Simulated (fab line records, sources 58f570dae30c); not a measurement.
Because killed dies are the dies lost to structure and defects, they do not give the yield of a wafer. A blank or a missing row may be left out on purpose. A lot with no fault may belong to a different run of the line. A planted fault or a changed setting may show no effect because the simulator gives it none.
A single fault, viewed from 2 desks ; flow berkeley-cmos170 ; only its own numbers are on each desk; what lay behind them is given at the end

AT THE TOOL OWNER'S DESK: litho-track-01
For each lot that ran on this tool, the mean over its sampled wafers that have a number, from the tool's own readings at UCB170_ACTIVE_PEB_11. Any lot whose mean is over 4 standard deviations away from the usual mean is out of limits and marked OUT; that distance is given in the brackets.
Columns: A = heater-power-total-W at UCB170_ACTIVE_PEB_11, usual 56.81 W; B = plate-temp-C at UCB170_ACTIVE_PEB_11, usual 130.01 C
lot;first seen here;A;B
L721;day 4 12:40;56.79;130.13
L722;day 5 04:57;56.79;130.04
L724;day 5 05:18;56.74;129.80
L726;day 5 16:59;56.79;129.96
L737;day 8 01:58;58.75 (+43) OUT;133.36 (+24) OUT
L739;day 8 16:28;58.74 (+43) OUT;133.41 (+24) OUT
L740;day 9 01:47;58.75 (+43) OUT;133.51 (+25) OUT
This desk finds L737, L739, L740 out of limits, L737 being first, at day 8 01:58 (heater-power-total-W at UCB170_ACTIVE_PEB_11). In limits: L721, L722, L724, L726.

METROLOGY DESK
What the gauges read, lot by lot, whatever tool the lot ran on: means of the sampled wafers that have a number. Any lot whose mean is over 4 standard deviations away from the usual mean is out of limits and marked OUT; that distance is given in the brackets.
Columns: A = START_OXIDE_THK at UCB170_START_THK_MEAS_03, usual 20.0 nm; B = PWELL_OVL at UCB170_PWELL_OVL_MEAS_13, usual 3 nm; C = cd-nm at UCB170_ACTIVE_CD_MEAS_13, usual 1200.1 nm; D = FIELD_OXIDE_THK at UCB170_FIELD_THK_MEAS_02, usual 544 nm
lot;first seen here;A;B;C;D
L720;day 1 19:43;20.0;-1;1200.2;551
L721;day 2 01:26;20.0;13;1201.2;540
L722;day 2 07:19;20.1;1;1197.3;535
L723;day 2 09:51;20.5;0;1198.6;553
L724;day 2 14:44;20.0;-5;1198.1;543
L725;day 2 19:05;19.9;12;1200.2;534
L726;day 3 01:52;19.5;2;1200.8;539
L727;day 3 06:53;20.6;-4;1200.5;551
L732;day 4 07:28;20.2;5;1201.9;535
L737;day 5 08:11;20.3;-1;1180.8 (-13) OUT;536
L738;day 5 13:54;19.9;4;1202.1;531
L739;day 5 18:13;20.2;1;1185.3 (-9.9) OUT;549
L740;day 6 00:39;20.1;2;1185.8 (-9.5) OUT;552
L741;day 6 04:58;20.0;4;1199.9;548
L742;day 6 10:46;19.3;8;1200.3;560
This desk finds L737, L739, L740 out of limits, L737 being first, at day 8 02:15 (cd-nm at UCB170_ACTIVE_CD_MEAS_13). In limits: L720, L721, L722, L723, L724, L725, L726, L727, L732, L738, L741, L742.

ALL TOGETHER
On L737, L739, L740, at day 8 01:58, an alarm was possible from the tool owner's desk.
An alarm was possible from the metrology desk at day 8 02:15, on L737, L739, L740.
On litho-track-01, each named lot ran UCB170_ACTIVE_PEB_11.

WHAT THE SIMULATOR HAD PUT IN
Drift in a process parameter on litho-track-01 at UCB170_ACTIVE_PEB_11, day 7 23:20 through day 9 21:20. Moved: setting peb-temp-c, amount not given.
Shown lots that were struck: L737, L739, L740.
Fault start to first reading out of limits, in hours, per desk: tool owner, 3; metrology, 3.
